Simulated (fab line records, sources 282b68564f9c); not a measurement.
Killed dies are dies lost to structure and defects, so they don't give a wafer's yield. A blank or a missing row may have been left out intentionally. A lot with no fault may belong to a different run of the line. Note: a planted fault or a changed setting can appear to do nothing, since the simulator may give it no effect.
fab line records | flow ritCmos
record lots=14 | wafers=42 | lastDay=7
route steps=202 shown PLDD@117
lots untouched by any fault: they come from a run of this same line in which no faults occurred
startH: start of the lot's first displayed wafer, in hours after the record's first day | waitH: hours from the lot's prior step to this one | " identical to the entry in the row above | L1.1+2: one row covering several wafers at once | - either no value or no given start | * or withheld: withheld | < > ~ a bound
route shown NAME@n: NAME is a module with steps in the file, n the number in the route of the first one | usual: average and standard deviation across the fault-free wafers | same: alike in all rows | chamber/n: place in a boat | sites: readings site by site | _std_site: the values' standard deviation | _edge_site: outer sites' mean less inner sites' | radiusMm: how far each site lies from the wafer's centre | mask NAME#n: copy n | behind: tool/chamber where the wafer was last shaped | hold: what put the lot on hold/how long, in hours/how the hold closed | device: the n, p or np transistor that did not switch | end of line: at the end of the route, the tests of the same wafers | a step without rows: its recipe alone | killed: count of dies lost to structure and defects at first sort (not the wafer's yield) | map: per-die view of a wafer (x killed, . not killed, _ where there is no die)
set.NAME: the setting as run; set.NAME@STEP: as run at that earlier step | model.NAME: the simulator's own value behind a step, which no gauge read
the route's steps for a sample of lots (tables are steps, rows are wafers)
services: the hour from which a tool's chamber was out of use, counted from the record's first day as startH (under 0 if before that day), plus the number of hours and why
## steps
# step RIT_PLDD_EXPOSE_03
# recipe maskId=M8 | na=0.57 | targetCdNm=40900 | doseMj=250
# usual exposureDoseMJCm2=249.97/0.25 | focusOffsetNm=-0.1/0.56
lot.wafer | tool            | chamber | startH | waitH | mask | exposureDoseMJCm2 | focusOffsetNm
L570.1    | ilineStepper-02 | 0       | 47.27  | 0.2   | M8#0 | 250.17            | -0.6
L570.2    | "               | 0       | "      | "     | M8#0 | 250.20            | 0.0
L570.4    | "               | 0       | "      | "     | M8#0 | 250.11            | 0.7
L571.2    | ilineStepper-01 | 0       | 53.37  | 0.2   | M8#0 | 250.02            | -0.5
L571.4    | "               | 0       | "      | "     | M8#0 | 250.38            | 0.0
L571.5    | "               | 0       | "      | "     | M8#0 | 250.14            | 0.0
L572.1    | ilineStepper-02 | 0       | 59.90  | 0.2   | M8#0 | 250.18            | -0.6
L572.3    | "               | 0       | "      | "     | M8#0 | 249.93            | 0.1
L572.5    | "               | 0       | "      | "     | M8#0 | 250.12            | -0.3
L573.1    | ilineStepper-01 | 0       | 63.50  | 0.2   | M8#0 | 249.82            | 0.1
L573.2    | "               | 0       | "      | "     | M8#0 | 249.95            | -0.3
L573.3    | "               | 0       | "      | "     | M8#0 | 249.72            | -0.4
L577.3    | ilineStepper-01 | -       | 88.16  | 0.2   | M8#0 | -                 | -
L577.4    | "               | -       | "      | "     | M8#0 | -                 | -
L577.6    | "               | -       | "      | "     | M8#0 | -                 | -
L578.1    | ilineStepper-01 | -       | 91.86  | 0.1   | M8#0 | -                 | -
L578.3    | "               | -       | "      | "     | M8#0 | -                 | -
L578.5    | "               | -       | "      | "     | M8#0 | -                 | -
L582.1    | ilineStepper-01 | 0       | 119.37 | 0.2   | M8#0 | 249.87            | -0.5
L582.4    | "               | 0       | "      | "     | M8#0 | 249.73            | 0.6
L582.5    | "               | 0       | "      | "     | M8#0 | 250.03            | -0.2
L583.2    | ilineStepper-02 | 0       | 123.07 | 0.2   | M8#0 | 249.87            | -0.4
L583.3    | "               | 0       | "      | "     | M8#0 | 250.31            | -0.1
L583.5    | "               | 0       | "      | "     | M8#0 | 249.92            | 0.7
L584.3    | ilineStepper-01 | 0       | 127.10 | 0.2   | M8#0 | 249.59            | 0.0
L584.4    | "               | 0       | "      | "     | M8#0 | 249.68            | 0.6
L584.5    | "               | 0       | "      | "     | M8#0 | 250.06            | 0.2
L587.2    | ilineStepper-01 | 0       | 136.95 | 0.2   | M8#0 | 250.21            | -0.4
L587.3    | "               | 0       | "      | "     | M8#0 | 249.90            | -0.2
L587.4    | "               | 0       | "      | "     | M8#0 | 249.80            | 0.8
L588.4    | ilineStepper-02 | 0       | 140.15 | 0.2   | M8#0 | 250.45            | 0.0
L588.5    | "               | 0       | "      | "     | M8#0 | 250.09            | -0.3
L588.6    | "               | 0       | "      | "     | M8#0 | 250.35            | -0.3
L589.2    | ilineStepper-01 | 0       | 144.94 | 0.2   | M8#0 | 249.86            | 0.2
L589.4    | "               | 0       | "      | "     | M8#0 | 249.92            | -0.2
L589.5    | "               | 0       | "      | "     | M8#0 | 250.04            | -0.5
L590.3    | ilineStepper-01 | 0       | 149.24 | 0.1   | M8#0 | 249.93            | 0.4
L590.4    | "               | 0       | "      | "     | M8#0 | 249.67            | 0.8
L590.5    | "               | 0       | "      | "     | M8#0 | 249.53            | 0.9
L591.4    | ilineStepper-01 | 0       | 153.16 | 0.1   | M8#0 | 249.62            | -0.6
L591.5    | "               | 0       | "      | "     | M8#0 | 250.09            | 0.4
L591.6    | "               | 0       | "      | "     | M8#0 | 249.91            | -0.3
## services
tool            | chamber | startH | hours | kind
ilineStepper-02 | -       | 36.43  | 1.7   | pm
ilineStepper-01 | -       | 96.99  | 1.7   | pm
## key
firstSign step=RIT_PLDD_EXPOSE_03 | reading=toolRecord | direction=missing
effect none on later readings
metAt RIT_PLDD_EXPOSE_03
struckLots L577,L578
sortLeftOut L577.3,L577.4,L577.6,L578.1,L578.3,L578.5
testerLeftOut L577,L578
onsetBetween 63.50 88.16
fault kind=skippedStepWhole | tool=ilineStepper-01 | chamber=- | onsetH=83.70 | steps=RIT_PLDD_EXPOSE_03 | scope=struckLotsOnly
# testerLeftOut: of these lots the tester's yield and bins aren't shown, on N5 and GAA mostly nor the transistor test; their killed dies are dies lost to structure and defects alone, not to doping, threshold or leakage, so they don't give the yield
# sortLeftOut: the simulated sort isn't trusted on such a fault, so these wafers' sort isn't shown, and their yield isn't known
